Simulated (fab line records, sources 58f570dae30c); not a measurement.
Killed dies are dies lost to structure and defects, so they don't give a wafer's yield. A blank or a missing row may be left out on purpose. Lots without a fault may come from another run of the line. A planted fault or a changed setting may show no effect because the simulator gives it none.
fab line records | flow berkeley_cmos170
record lots=5 wafers=15 last_day=13
route steps=331 shown M1@246 V1@254 M2@271
lots that met no fault: from a run of the same line without faults
start_h: hours from the record's first day to the start of the lot's first wafer shown | wait_h: hours since the lot's step before | " the same as in the row above | L1.1+2: a row that stands for several wafers | - no value, or no start given | * or withheld: withheld | < > ~ a bound
route shown NAME@n: a module of which the file shows steps, and the number in the route of the first | usual: mean/standard deviation of fault-free wafers | same: alike in all rows | chamber/n: place in a boat | sites: the reading at each site | _std_site: their standard deviation | _edge_site: outer sites' mean less inner sites' | radius_mm: how far each site lies from the wafer's centre | mask NAME#n: copy n | behind: the tool/chamber that last shaped the wafer | hold: why the lot was held/for how many hours/how that ended | device: the transistor (n, p or np) that didn't switch | end of line: the same wafers' tests at the end of the route | a step without rows: its recipe alone | killed: dies lost to structure and defects at the first sort, not the wafer's yield | map: a wafer's dies, x killed, . not, _ none there
set.NAME: the setting as run; set.NAME@STEP: as run at that earlier step | model.NAME: the simulator's own value behind a step, which no gauge read
lots at some steps of the route; a table a step, a row a wafer
services: from which hour (start_h, from the record's first day; less than 0 if before it) a tool's chamber was out of use, for how many hours, and why
## steps
# step UCB170_M1_DEVELOP_08
# recipe developer=TMAH develop_time_s=45 resist=KrF dev_temp_c=21
# columns lot.wafer tool chamber start_h wait_h
L077.1+4+6 litho_track-02 0 - -
L080.3+5+6 litho_track-02 0 - -
L081.1+2+4 litho_track-02 0 - -
L082.3+4+5 litho_track-02 0 - -
L097.1+2+3 litho_track-02 0 - -
# step UCB170_M1_CD_MEAS_09
# recipe target_cd_nm=700
# usual cd_nm=699.9/1.1
# columns lot.wafer tool chamber start_h wait_h cd_nm
L077.1 cd_sem-02 - 198.23 - 702.0
L077.4 " - " " 702.6
L077.6 " - " " 702.2
L080.3 cd_sem-02 - 209.44 - 701.1
L080.5 " - " " 700.6
L080.6 " - " " 700.2
L081.1 cd_sem-02 - 209.67 - 701.6
L081.2 " - " " 699.6
L081.4 " - " " 700.7
L082.3 cd_sem-02 - 211.89 - 699.5
L082.4 " - " " 699.3
L082.5 " - " " 699.5
L097.1 cd_sem-01 - 299.83 - 701.1
L097.2 " - " " 700.1
L097.3 " - " " 700.2
# step UCB170_M1_OVL_MEAS_10
# usual M1_OVL=1/4.9
# columns lot.wafer tool chamber start_h wait_h M1_OVL[nm]
L077.1 overlay-01 - 198.35 0.1 6
L077.4 " - " " -7
L077.6 " - " " 0
L080.3 overlay-02 - 209.53 0.1 -4
L080.5 " - " " -2
L080.6 " - " " 3
L081.1 overlay-01 - 209.79 0.1 -3
L081.2 " - " " -6
L081.4 " - " " 0
L082.3 overlay-01 - 211.98 0.1 3
L082.4 " - " " 1
L082.5 " - " " -1
L097.1 overlay-02 - 299.95 0.1 2
L097.2 " - " " 3
L097.3 " - " " -2
# step UCB170_M1_ETCH_11
# recipe chemistry=N2/H2 target_depth_a=withheld overetch_a=withheld target=BARC time_s=withheld source_w=500 bias_w=100 pressure_mtorr=30 n2_flow_sccm=100 h2_flow_sccm=200
# usual drypump_motor_current_A=5.7/0.46 oes_product_au=1.006/0.024 rf_fwd_power_W=494.8/2 throttle_valve_pct=13.38/0.2
# columns lot.wafer tool chamber start_h wait_h drypump_motor_current_A oes_product_au rf_fwd_power_W throttle_valve_pct
L077.1 rie_diel-03 1 198.39 0.0 5.6 1.021 492.9 13.31
L077.4 " 2 " " 5.3 1.052 493.5 13.70
L077.6 " 0 " " 4.8 1.027 495.6 13.32
L080.3 rie_diel-01 0 209.56 0.0 5.5 0.992 497.4 13.71
L080.5 " 1 " " 6.3 1.003 494.6 13.30
L080.6 " 0 " " 5.5 0.984 495.6 13.73
L081.1 rie_diel-01 3 209.83 0.0 5.9 1.034 487.2 13.35
L081.2 " 2 " " 6.0 0.991 496.2 13.27
L081.4 " 0 " " 5.5 0.989 498.3 13.73
L082.3 rie_diel-01 2 212.01 0.0 6.0 0.973 497.8 13.25
L082.4 " 1 " " 6.4 0.998 492.3 13.31
L082.5 " 1 " " 6.3 0.997 493.5 13.30
L097.1 rie_diel-03 3 299.98 0.0 5.9 1.002 495.2 13.02
L097.2 " 1 " " 5.5 1.017 493.9 13.31
L097.3 " 2 " " 5.3 1.052 496.4 13.69
# step UCB170_M1_METAL_ETCH_12
# recipe chemistry=Cl2/BCl3 target=Al stop_on=PSG pressure_mtorr=12 target_depth_a=7800 over_etch_frac=0.3 time_s=124.5 icp_w=600 bias_w=120 Cl2_flow_sccm=90 bcl3_flow_sccm=45
# usual drypump_motor_current_A=5.9/0.34 oes_product_au=0.870/0.014 rf_fwd_power_W=596.9/2.4 throttle_valve_pct=24.38/0.22
# columns lot.wafer tool chamber start_h wait_h drypump_motor_current_A oes_product_au rf_fwd_power_W rf_hours_counter_h throttle_valve_pct
L077.1 rie_metal-04 1 198.43 - 5.5 0.853 596.8 2 24.43
L077.4 " 0 " " 6.3 0.870 594.0 - 23.97
L077.6 " 1 " " 5.5 0.845 600.0 - 24.42
L080.3 rie_metal-02 1 209.64 - 6.1 0.858 593.3 - 24.35
L080.5 " 1 " " 6.1 0.854 593.1 - 24.35
L080.6 " 0 " " 5.8 0.866 597.9 - 24.74
L081.1 rie_metal-01 1 209.87 - 5.3 0.898 598.1 11 24.35
L081.2 " 0 " " 6.0 0.870 593.4 11 24.30
L081.4 " 0 " " 5.9 0.874 592.6 - 24.31
L082.3 rie_metal-04 0 212.09 - 6.3 0.863 594.3 - 23.98
L082.4 " 1 " " 5.5 0.864 594.9 - 24.43
L082.5 " 0 " " 6.3 0.867 597.1 - 23.98
L097.1 rie_metal-02 1 300.02 - 6.2 0.856 597.2 10 24.35
L097.2 " 0 " " 5.8 0.869 599.6 3 24.73
L097.3 " 1 " " 6.2 0.858 597.4 - 24.34
# step UCB170_M1_STRIP_13
# recipe chemistry=O2 power_w=400 pressure_mtorr=3500 platen_temp_c=withheld o2_flow_sccm=400 overash_fraction=0.5
# usual drypump_motor_current_A=5.79/0.27 oes_product_au=0.720/0.0047
# columns lot.wafer tool chamber start_h wait_h drypump_motor_current_A oes_product_au rf_hours_counter_h
L077.1 plasma_asher-03 1 198.57 0.1 5.75 0.724 47
L077.4 " 1 " " 5.75 0.720 -
L077.6 " 1 " " 5.76 0.715 -
L080.3 plasma_asher-03 0 209.76 0.1 5.93 0.721 -
L080.5 " 0 " " 5.93 0.727 -
L080.6 " 1 " " 5.77 0.726 -
L081.1 plasma_asher-04 0 210.01 0.1 5.54 0.722 38
L081.2 " 1 " " 5.97 0.724 38
L081.4 " 0 " " 5.50 0.715 -
L082.3 plasma_asher-03 0 212.21 0.1 5.91 0.725 -
L082.4 " 1 " " 5.75 0.723 -
L082.5 " 1 " " 5.75 0.724 -
L097.1 plasma_asher-04 0 300.16 0.1 5.50 0.717 47
L097.2 " 1 " " 5.91 0.720 47
L097.3 " 0 " " 5.48 0.720 -
# step UCB170_M1_CD_MEAS_90
# recipe target_cd_nm=700
# usual cd_nm=700.9/2.7
# columns lot.wafer tool chamber start_h wait_h cd_nm
L077.1 cd_sem-01 - 198.67 0.1 702.3
L077.4 " - " " 704.5
L077.6 " - " " 705.2
L080.3 cd_sem-01 - 209.87 0.1 700.9
L080.5 " - " " 702.4
L080.6 " - " " 707.8
L081.1 cd_sem-01 - 210.11 0.1 705.3
L081.2 " - " " 701.9
L081.4 " - " " 703.4
L082.3 cd_sem-01 - 212.32 0.1 699.0
L082.4 " - " " 698.0
L082.5 " - " " 698.7
L097.1 cd_sem-02 - 300.26 0.1 700.1
L097.2 " - " " 706.3
L097.3 " - " " 699.7
# step UCB170_M1_ANNEAL_14
# recipe temp_c=400 time_s=1200 ambient=forming_gas
# columns lot.wafer tool chamber start_h wait_h
L077.1+4+6 furnace-03 0 199.84 1.2
L080.3+5+6 furnace-03 0 209.95 0.1
L081.1+2+4 furnace-03 0 211.28 1.2
L082.3+4+5 furnace-03 0 212.62 0.3
L097.1+2+3 furnace-03 0 300.38 0.1
# step UCB170_V1_CVD_00
# recipe material=SiO2 target_thk_nm=2000 temp_c=390 precursor=TEOS/O2 time_s=250 rf_w=550 pressure_mtorr=9000
# usual heater_power_w=259/72 pressure_mtorr=9001/19 rf_fwd_power_W=548.3/1.5
# columns lot.wafer tool chamber start_h wait_h heater_power_w pressure_mtorr rf_fwd_power_W
L077.1 pecvd-03 1 201.18 0.0 161 8975 548.8
L077.4 " 0 " " 226 8980 544.9
L077.6 " 2 " " 140 9021 549.0
L080.3 pecvd-02 0 211.28 0.0 370 8966 548.6
L080.5 " 1 " " 265 9002 546.0
L080.6 " 0 " " 268 8980 546.8
L081.1 pecvd-04 1 212.62 0.0 305 8990 548.7
L081.2 " 0 " " 347 9029 548.3
L081.4 " 0 " " 273 9039 548.9
L082.3 pecvd-03 0 213.95 0.0 297 8987 549.6
L082.4 " 2 " " 207 8975 547.7
L082.5 " 1 " " 241 9015 549.6
L097.1 pecvd-03 0 301.71 0.0 299 9000 548.9
L097.2 " 1 " " 233 8986 547.1
L097.3 " 2 " " 159 9008 547.8
# step UCB170_V1_THK_MEAS_01
# recipe reads=SiO2_of_V1_CVD_00
# usual V1_TEOS_THK=1992/24
# columns lot.wafer tool chamber start_h wait_h V1_TEOS_THK[nm]
L077.1 film_metro-04 - 201.34 0.1 1984
L077.4 " - " " 2011
L077.6 " - " " 2014
L080.3 film_metro-01 - 211.46 0.1 1978
L080.5 " - " " 1990
L080.6 " - " " 2014
L081.1 film_metro-02 - 212.77 0.1 1983
L081.2 " - " " 1997
L081.4 " - " " 2021
L082.3 film_metro-04 - 214.13 0.1 1990
L082.4 " - " " 2033
L082.5 " - " " 2048
L097.1 film_metro-02 - 301.87 0.1 1986
L097.2 " - " " 1946
L097.3 " - " " 1964
# step UCB170_V1_CMP_02
# recipe material=SiO2 down_force_psi=6 platen_rpm=60 pad_velocity_m_s=0.75398
# usual motor_current_A=17.2/1.5
# columns lot.wafer tool chamber start_h wait_h motor_current_A
L077.4 cmp-01 3 201.40 0.0 17.0
L077.1 " 1 " " 16.0
L077.6 " 0 " " 18.1
L080.3 cmp-01 3 211.60 0.1 16.1
L080.5 " 1 " " 16.9
L080.6 " 2 " " 16.6
L081.4 cmp-02 3 212.83 0.0 18.3
L081.1 " 1 " " 16.6
L081.2 " 2 " " 14.1
L082.4 cmp-01 0 214.22 0.1 18.6
L082.3 " 2 " " 16.5
L082.5 " 3 " " 16.6
L097.1 cmp-02 1 301.93 0.1 17.1
L097.2 " 2 " " 14.1
L097.3 " 3 " " 19.0
# step UCB170_V1_BOW_MEAS_03
# recipe mode=bow
# usual V1_BOW=17/6.6
# columns lot.wafer tool chamber start_h wait_h V1_BOW[um]
L077.1 film_metro-04 - 201.70 0.1 18
L077.4 " - " " 13
L077.6 " - " " 18
L080.3 film_metro-02 - 211.84 0.2 18
L080.5 " - " " 19
L080.6 " - " " 16
L081.1 film_metro-04 - 213.13 0.1 15
L081.2 " - " " 19
L081.4 " - " " 16
L082.3 film_metro-01 - 214.51 0.1 13
L082.4 " - " " 7
L082.5 " - " " 23
L097.1 film_metro-01 - 302.23 0.2 8
L097.2 " - " " 21
L097.3 " - " " 14
# step UCB170_V1_THK_MEAS_04
# recipe reads=SiO2_of_V1_CVD_00
# usual V1_POLISHED_THK=999.9/1.1
# columns lot.wafer tool chamber start_h wait_h V1_POLISHED_THK[nm]
L077.1 film_metro-04 - 201.82 0.1 999.5
L077.4 " - " " 1001.5
L077.6 " - " " 1000.4
L080.3 film_metro-02 - 211.94 0.1 1000.2
L080.5 " - " " 999.5
L080.6 " - " " 1001.2
L081.1 film_metro-04 - 213.25 0.1 1000.0
L081.2 " - " " 1000.6
L081.4 " - " " 1000.8
L082.3 film_metro-01 - 214.61 0.1 1000.5
L082.4 " - " " 1000.4
L082.5 " - " " 999.4
L097.1 film_metro-01 - 302.35 0.1 999.6
L097.2 " - " " 1000.4
L097.3 " - " " 1000.1
# step UCB170_V1_CLEAN_05
# recipe chemistry=DIW
# columns lot.wafer tool chamber start_h wait_h
L077.1+4+6 wet_bench-02 2 204.95 3.1
L080.3+5+6 wet_bench-02 0 213.32 1.4
L081.1+2+4 wet_bench-02 2 213.32 0.1
L082.3+4+5 wet_bench-02 2 214.65 0.0
L097.1+2+3 wet_bench-02 2 302.41 0.1
# step UCB170_V1_HMDS_06
# recipe prime_time_s=60 prime_temp_c=100
# columns lot.wafer tool chamber start_h wait_h
L077.1+4+6 litho_track-01 0 205.14 0.0
L081.1+2+4 litho_track-02 0 213.71 0.2
L080.3+5+6 litho_track-04 0 213.84 0.3
L082.3+4+5 litho_track-04 0 215.09 0.3
L097.1+2+3 litho_track-02 0 303.06 0.5
# step UCB170_V1_COAT_07
# recipe resist=KrF spin_rpm=1500 resist_thk_nm=900
# columns lot.wafer tool chamber start_h wait_h
L077.1+4+6 litho_track-01 0 205.29 0.1
L081.1+2+4 litho_track-02 0 213.86 0.1
L080.3+5+6 litho_track-04 0 213.99 0.1
L082.3+4+5 litho_track-04 0 215.24 0.1
L097.1+2+3 litho_track-02 0 303.21 0.1
# step UCB170_V1_SOFTBAKE_08
# recipe resist=KrF temp_c=130 time_s=60
# columns lot.wafer tool chamber start_h wait_h
L077.1+4+6 litho_track-01 0 205.44 0.1
L081.1+2+4 litho_track-02 0 214.01 0.1
L080.3+5+6 litho_track-04 0 214.14 0.1
L082.3+4+5 litho_track-04 0 215.39 0.1
L097.1+2+3 litho_track-02 0 303.36 0.1
# step UCB170_V1_EXPOSE_09
# recipe mask_id=VIA1 target_cd_nm=700 na=0.5 sigma_outer=0.6 source_shape=conventional dose_mj=37
# columns lot.wafer tool chamber start_h wait_h mask
L077.1+4+6 krf_scanner-01 0 205.59 0.1 VIA1#0
L081.1+2+4 krf_scanner-01 0 214.34 0.3 VIA1#0
L080.3+5+6 krf_scanner-02 0 214.62 0.5 VIA1#0
L082.3+4+5 krf_scanner-01 0 215.66 0.2 VIA1#0
L097.1+2+3 krf_scanner-01 0 303.51 0.1 VIA1#0
# step UCB170_V1_PEB_10
# recipe peb_temp_c=130 peb_time_s=withheld resist=KrF
# columns lot.wafer tool chamber start_h wait_h
L077.1+4+6 litho_track-04 0 205.89 0.3
L081.1+2+4 litho_track-01 0 214.45 0.1
L080.3+5+6 litho_track-01 0 214.78 0.1
L082.3+4+5 litho_track-02 0 215.89 0.2
L097.1+2+3 litho_track-04 0 304.38 0.8
# step UCB170_V1_DEVELOP_11
# recipe developer=TMAH develop_time_s=45 resist=KrF dev_temp_c=21
# columns lot.wafer tool chamber start_h wait_h
L077.1+4+6 litho_track-04 0 - -
L081.1+2+4 litho_track-01 0 - -
L080.3+5+6 litho_track-01 0 - -
L082.3+4+5 litho_track-02 0 - -
L097.1+2+3 litho_track-04 0 - -
# step UCB170_V1_CD_MEAS_12
# recipe target_cd_nm=700
# usual cd_nm=699.8/1.3
# columns lot.wafer tool chamber start_h wait_h cd_nm
L077.1 cd_sem-02 - 206.17 - 698.2
L077.4 " - " " 698.9
L077.6 " - " " 699.1
L081.1 cd_sem-01 - 214.73 - 700.1
L081.2 " - " " 699.0
L081.4 " - " " 700.0
L080.3 cd_sem-01 - 215.04 - 697.4
L080.5 " - " " 696.5
L080.6 " - " " 695.3
L082.3 cd_sem-02 - 216.15 - 699.3
L082.4 " - " " 699.3
L082.5 " - " " 699.8
L097.1 cd_sem-02 - 304.65 - 700.9
L097.2 " - " " 700.7
L097.3 " - " " 701.4
# step UCB170_V1_OVL_MEAS_13
# usual V1_OVL=-2/5.3
# columns lot.wafer tool chamber start_h wait_h V1_OVL[nm]
L077.1 overlay-02 - 206.29 0.1 6
L077.4 " - " " -11
L077.6 " - " " 1
L081.1 overlay-01 - 214.85 0.1 -15
L081.2 " - " " -1
L081.4 " - " " -2
L080.3 overlay-02 - 215.14 0.1 0
L080.5 " - " " 1
L080.6 " - " " 2
L082.3 overlay-02 - 216.24 0.1 -17
L082.4 " - " " -3
L082.5 " - " " -9
L097.1 overlay-02 - 304.77 0.1 7
L097.2 " - " " -5
L097.3 " - " " 2
# step UCB170_V1_ETCH_14
# recipe chemistry=CHF3/CF4/Ar target=SiO2 stop_on=Al CHF3_flow_sccm=45 cf4_flow_sccm=15 Ar_flow_sccm=150 pressure_mtorr=200 rf_w=700 target_depth_a=12500 over_etch_frac=0.25 time_s=291
# usual drypump_motor_current_A=5.90/0.24 oes_product_au=0.870/0.011 rf_fwd_power_W=698.2/1.9 throttle_valve_pct=6.96/0.12
# columns lot.wafer tool chamber start_h wait_h drypump_motor_current_A oes_product_au rf_fwd_power_W rf_hours_counter_h throttle_valve_pct
L077.1 rie_diel-01 3 206.32 0.0 5.93 0.873 696.5 62 6.96
L077.4 " 2 " " 6.04 0.860 697.9 59 6.81
L077.6 " 2 " " 6.01 0.863 699.2 - 6.82
L081.1 rie_diel-04 1 214.89 0.0 6.01 0.862 698.4 36 6.91
L081.2 " 0 " " 6.16 0.868 698.2 16 6.96
L081.4 " 3 " " 5.43 0.861 699.9 16 6.95
L080.3 rie_diel-02 3 215.16 0.0 5.99 0.868 702.4 87 6.89
L080.5 " 3 " " 6.00 0.863 698.8 - 6.87
L080.6 " 0 " " 5.69 0.881 696.9 - 6.76
L082.3 rie_diel-04 2 216.27 0.0 6.01 0.877 695.6 129 7.14
L082.4 " 3 " " 5.41 0.866 701.0 17 6.94
L082.5 " 2 " " 6.01 0.873 697.2 - 7.15
L097.1 rie_diel-02 3 304.81 0.0 5.99 0.870 699.1 92 6.87
L097.2 " 1 " " 5.83 0.868 701.8 8 6.91
L097.3 " 2 " " 5.94 0.881 696.3 130 7.16
# step UCB170_V1_STRIP_15
# recipe chemistry=O2 power_w=400 pressure_mtorr=3500 platen_temp_c=withheld o2_flow_sccm=400 overash_fraction=0.5
# usual drypump_motor_current_A=5.82/0.21 oes_product_au=0.722/0.0045 strip_time_to_endpoint_s=15.27/0.12
# columns lot.wafer tool chamber start_h wait_h drypump_motor_current_A oes_product_au rf_hours_counter_h strip_time_to_endpoint_s
L077.1 plasma_asher-02 1 206.50 0.1 5.66 0.722 49 15.13
L077.4 " 0 " " 6.18 0.728 - 15.34
L077.6 " 0 " " 6.16 0.726 - 15.39
L081.1 plasma_asher-03 0 215.06 0.1 5.93 0.727 49 15.33
L081.2 " 1 " " 5.75 0.721 49 15.50
L081.4 " 1 " " 5.75 0.724 - 15.29
L080.3 plasma_asher-04 0 215.37 0.1 5.53 0.720 - 15.28
L080.5 " 1 " " 5.91 0.724 - 15.26
L080.6 " 0 " " 5.48 0.715 - 15.38
L082.3 plasma_asher-03 0 216.48 0.1 5.92 0.732 - 15.47
L082.4 " 1 " " 5.75 0.725 - 15.47
L082.5 " 1 " " 5.77 0.714 - 15.56
L097.1 plasma_asher-04 0 304.99 0.1 5.49 0.719 48 15.26
L097.2 " 1 " " 5.91 0.723 48 15.22
L097.3 " 1 " " 5.93 0.724 - 15.29
# step UCB170_V1_CD_MEAS_90
# recipe target_cd_nm=700
# usual cd_nm=700.0/1.5
# columns lot.wafer tool chamber start_h wait_h cd_nm
L077.1 cd_sem-01 - 206.60 0.1 698.4
L077.4 " - " " 698.4
L077.6 " - " " 698.8
L081.1 cd_sem-01 - 215.16 0.1 698.9
L081.2 " - " " 698.9
L081.4 " - " " 700.2
L080.3 cd_sem-02 - 215.48 0.1 696.6
L080.5 " - " " 695.4
L080.6 " - " " 695.9
L082.3 cd_sem-02 - 216.59 0.1 698.9
L082.4 " - " " 699.6
L082.5 " - " " 699.6
L097.1 cd_sem-02 - 305.09 0.1 701.2
L097.2 " - " " 701.6
L097.3 " - " " 701.7
# step UCB170_M2_PRE_CLEAN_00
# recipe gas=Ar preclean_etch_time_s=60
# columns lot.wafer tool chamber start_h wait_h
L077.1+4+6 pvd_sputter-01 - 206.72 0.1
L081.1+2+4 pvd_sputter-02 - 215.28 0.1
L080.3+5+6 pvd_sputter-03 - 215.56 0.1
L082.3+4+5 pvd_sputter-02 - 216.67 0.1
L097.1+2+3 pvd_sputter-02 - 305.21 0.1
# step UCB170_M2_SPUTTER_01
# recipe material=Al target_thk_nm=900 time_s=120 power_w=6000 chamber_pressure_pa=0.5
# usual throttle_valve_pct=29.9/0.92
# columns lot.wafer tool chamber start_h wait_h throttle_valve_pct
L077.1 pvd_sputter-01 - 206.79 0.0 31.2
L077.4 " - " " 29.7
L077.6 " - " " 29.2
L081.1 pvd_sputter-02 - 215.35 0.0 30.2
L081.2 " - " " 28.4
L081.4 " - " " 29.6
L080.3 pvd_sputter-03 - 215.63 0.0 30.3
L080.5 " - " " 29.9
L080.6 " - " " 31.6
L082.3 pvd_sputter-02 - 216.73 0.0 29.7
L082.4 " - " " 28.2
L082.5 " - " " 29.5
L097.1 pvd_sputter-02 - 305.27 0.0 28.4
L097.2 " - " " 30.2
L097.3 " - " " 29.8
# step UCB170_M2_RS_MEAS_02
# recipe thk_meas_gauge=four-point-probe reads=Al_of_M2_SPUTTER_01
# usual M2_AL_RS=0.03211/0.00027
# columns lot.wafer tool chamber start_h wait_h M2_AL_RS[ohm/sq]
L077.1 film_metro-01 - 206.87 0.0 0.03214
L077.4 " - " " 0.03193
L077.6 " - " " 0.03144
L081.1 film_metro-03 - 215.43 0.0 0.0326
L081.2 " - " " 0.03212
L081.4 " - " " 0.03176
L080.3 film_metro-04 - 215.75 0.1 0.03194
L080.5 " - " " 0.03229
L080.6 " - " " 0.03201
L082.3 film_metro-04 - 216.86 0.1 0.03193
L082.4 " - " " 0.0322
L082.5 " - " " 0.03202
L097.1 film_metro-01 - 305.36 0.0 0.03216
L097.2 " - " " 0.03208
L097.3 " - " " 0.03185
# step UCB170_M2_THK_MEAS_03
# recipe thk_meas_gauge=xrf reads=Al_of_M2_SPUTTER_01
# usual M2_AL_THK=898/8.5
# columns lot.wafer tool chamber start_h wait_h M2_AL_THK[nm]
L077.1 film_metro-01 - 206.99 0.1 896
L077.4 " - " " 899
L077.6 " - " " 915
L081.1 film_metro-03 - 215.55 0.1 881
L081.2 " - " " 895
L081.4 " - " " 904
L080.3 film_metro-04 - 215.85 0.1 901
L080.5 " - " " 895
L080.6 " - " " 893
L082.3 film_metro-04 - 216.96 0.1 899
L082.4 " - " " 890
L082.5 " - " " 899
L097.1 film_metro-01 - 305.48 0.1 898
L097.2 " - " " 899
L097.3 " - " " 910
# step UCB170_M2_HMDS_04
# recipe prime_time_s=60 prime_temp_c=100
# columns lot.wafer tool chamber start_h wait_h
L077.1+4+6 litho_track-03 0 207.40 0.4
L081.1+2+4 litho_track-03 0 215.61 0.1
L080.3+5+6 litho_track-01 0 215.99 0.1
L082.3+4+5 litho_track-03 0 217.18 0.2
L097.1+2+3 litho_track-04 0 305.55 0.1
# step UCB170_M2_COAT_05
# recipe resist=KrF spin_rpm=1500 resist_thk_nm=900
# columns lot.wafer tool chamber start_h wait_h
L077.1+4+6 litho_track-03 0 207.55 0.1
L081.1+2+4 litho_track-03 0 215.76 0.1
L080.3+5+6 litho_track-01 0 216.14 0.1
L082.3+4+5 litho_track-03 0 217.33 0.1
L097.1+2+3 litho_track-04 0 305.70 0.1
# step UCB170_M2_SOFTBAKE_06
# recipe resist=KrF temp_c=130 time_s=60
# columns lot.wafer tool chamber start_h wait_h
L077.1+4+6 litho_track-03 0 207.70 0.1
L081.1+2+4 litho_track-03 0 215.91 0.1
L080.3+5+6 litho_track-01 0 216.29 0.1
L082.3+4+5 litho_track-03 0 217.48 0.1
L097.1+2+3 litho_track-04 0 305.85 0.1
# step UCB170_M2_STRIP_07
# recipe chemistry=O2 power_w=400 pressure_mtorr=3500 platen_temp_c=withheld o2_flow_sccm=400 overash_fraction=0.5
# usual drypump_motor_current_A=5.86/0.28 oes_product_au=0.734/0.0048 strip_time_to_endpoint_s=21.96/0.059
# columns lot.wafer tool chamber start_h wait_h drypump_motor_current_A oes_product_au rf_hours_counter_h strip_time_to_endpoint_s
L077.1 plasma_asher-03 0 207.85 0.1 5.92 0.733 48 21.85
L077.4 " 0 " " 5.90 0.734 - 21.85
L077.6 " 1 " " 5.77 0.736 - 21.87
L081.1 plasma_asher-03 0 216.06 0.1 5.93 0.732 49 22.06
L081.2 " 1 " " 5.74 0.734 49 22.07
L081.4 " 0 " " 5.91 0.728 - 22.07
L080.3 plasma_asher-01 0 216.42 0.1 5.45 0.734 - 22.00
L080.5 " 1 " " 6.20 0.734 - 21.93
L080.6 " 0 " " 5.44 0.732 - 21.97
L082.3 plasma_asher-01 0 217.62 0.1 5.45 0.734 - 22.07
L082.4 " 1 " " 6.24 0.732 - 22.12
L082.5 " 1 " " 6.23 0.732 - 22.02
L097.1 plasma_asher-02 1 306.00 0.1 5.64 0.744 59 21.94
L097.2 " 0 " " 6.20 0.738 59 21.99
L097.3 " 1 " " 5.62 0.748 - 21.93
# step UCB170_M2_STRIP_08
# recipe chemistry=DMSO temp_c=80 time_s=600 material=KrF
# columns lot.wafer tool chamber start_h wait_h
L077.1+4+6 wet_bench-02 0 207.95 0.1
L081.1+2+4 wet_bench-03 0 216.19 0.1
L080.3+5+6 wet_bench-03 1 216.49 0.0
L082.3+4+5 wet_bench-03 3 217.68 0.0
L097.1+2+3 wet_bench-03 2 306.18 0.1
# step UCB170_M2_COAT_09
# recipe resist=BARC temp_c=withheld time_s=withheld spin_rpm=3000 resist_thk_nm=withheld
# columns lot.wafer tool chamber start_h wait_h
L077.1+4+6 litho_track-01 0 208.68 0.5
L081.1+2+4 litho_track-01 0 216.39 0.0
L080.3+5+6 litho_track-03 0 216.73 0.1
L082.3+4+5 litho_track-01 0 217.95 0.1
L097.1+2+3 litho_track-03 0 306.38 0.0
# step UCB170_M2_COAT_10
# recipe resist=KrF spin_rpm=1500 resist_thk_nm=900
# columns lot.wafer tool chamber start_h wait_h
L077.1+4+6 litho_track-01 0 - -
L081.1+2+4 litho_track-01 0 - -
L080.3+5+6 litho_track-03 0 - -
L082.3+4+5 litho_track-01 0 - -
L097.1+2+3 litho_track-03 0 - -
# step UCB170_M2_SOFTBAKE_11
# recipe resist=KrF temp_c=130 time_s=60
# columns lot.wafer tool chamber start_h wait_h
L077.1+4+6 litho_track-01 0 - -
L081.1+2+4 litho_track-01 0 - -
L080.3+5+6 litho_track-03 0 - -
L082.3+4+5 litho_track-01 0 - -
L097.1+2+3 litho_track-03 0 - -
# step UCB170_M2_EXPOSE_12
# recipe mask_id=METAL2 target_cd_nm=700 na=0.5 sigma_outer=0.6 source_shape=conventional dose_mj=26
# columns lot.wafer tool chamber start_h wait_h mask
L077.1+4+6 krf_scanner-01 0 209.26 - METAL2#0
L081.1+2+4 krf_scanner-02 0 216.97 - METAL2#0
L080.3+5+6 krf_scanner-01 0 217.30 - METAL2#0
L082.3+4+5 krf_scanner-02 0 218.39 - METAL2#0
L097.1+2+3 krf_scanner-02 0 307.02 - METAL2#0
# step UCB170_M2_PEB_13
# recipe peb_temp_c=130 peb_time_s=withheld resist=KrF
# columns lot.wafer tool chamber start_h wait_h
L077.1+4+6 litho_track-01 0 210.13 0.9
L081.1+2+4 litho_track-01 0 217.35 0.4
L080.3+5+6 litho_track-03 0 217.63 0.3
L082.3+4+5 litho_track-03 0 218.52 0.1
L097.1+2+3 litho_track-03 0 307.28 0.2
# step UCB170_M2_DEVELOP_14
# recipe developer=TMAH develop_time_s=45 resist=KrF dev_temp_c=21
# columns lot.wafer tool chamber start_h wait_h
L077.1+4+6 litho_track-01 0 - -
L081.1+2+4 litho_track-01 0 - -
L080.3+5+6 litho_track-03 0 - -
L082.3+4+5 litho_track-03 0 - -
L097.1+2+3 litho_track-03 0 - -
# step UCB170_M2_CD_MEAS_15
# recipe target_cd_nm=700
# usual cd_nm=699.8/1.3
# columns lot.wafer tool chamber start_h wait_h cd_nm
L077.1 cd_sem-01 - 210.41 - 701.2
L077.4 " - " " 700.5
L077.6 " - " " 701.4
L081.1 cd_sem-02 - 217.63 - 699.7
L081.2 " - " " 699.2
L081.4 " - " " 699.6
L080.3 cd_sem-01 - 217.90 - 699.2
L080.5 " - " " 699.6
L080.6 " - " " 699.3
L082.3 cd_sem-02 - 218.79 - 699.0
L082.4 " - " " 698.5
L082.5 " - " " 699.4
L097.1 cd_sem-02 - 307.67 - 699.7
L097.2 " - " " 698.9
L097.3 " - " " 698.4
# step UCB170_M2_OVL_MEAS_16
# usual M2_OVL=-2/5
# columns lot.wafer tool chamber start_h wait_h M2_OVL[nm]
L077.1 overlay-01 - 210.53 0.1 -6
L077.4 " - " " -3
L077.6 " - " " 0
L081.1 overlay-01 - 217.75 0.1 -7
L081.2 " - " " -5
L081.4 " - " " -7
L080.3 overlay-02 - 217.99 0.1 -10
L080.5 " - " " -2
L080.6 " - " " -11
L082.3 overlay-02 - 218.88 0.1 -2
L082.4 " - " " 3
L082.5 " - " " -3
L097.1 overlay-02 - 307.79 0.1 4
L097.2 " - " " -6
L097.3 " - " " -1
## services
# columns tool chamber start_h hours kind
rie_diel-02 2 183.51 9.3 repair
wet_bench-02 - 184.02 5.8 repair
pvd_sputter-01 - 190.61 2.1 repair
rie_diel-04 0 193.07 7.6 repair
pvd_sputter-02 - 204.32 3.7 repair
plasma_asher-02 - 213.64 3.2 repair
cmp-02 - 224.07 3.5 pm
cmp-02 - 229.22 10.2 repair
cmp-02 - 229.54 2.0 repair
rie_diel-04 0 230.17 3.8 repair
krf_scanner-01 - 236.77 0.8 pm
krf_scanner-02 - 238.00 0.7 repair
pvd_sputter-02 - 238.31 1.2 repair
cmp-02 - 239.38 4.0 pm
krf_scanner-02 - 250.93 0.7 repair
rie_diel-02 2 252.18 8.3 repair
rie_diel-01 - 252.97 2.8 pm
pecvd-03 1 257.21 1.8 repair
rie_diel-04 0 257.50 1.8 repair
cmp-01 - 262.43 14.8 pm
pecvd-03 1 271.97 8.8 repair
krf_scanner-02 - 276.44 3.6 pm
krf_scanner-02 - 281.29 1.3 pm
krf_scanner-02 - 293.94 1.0 pm
## key
fault none
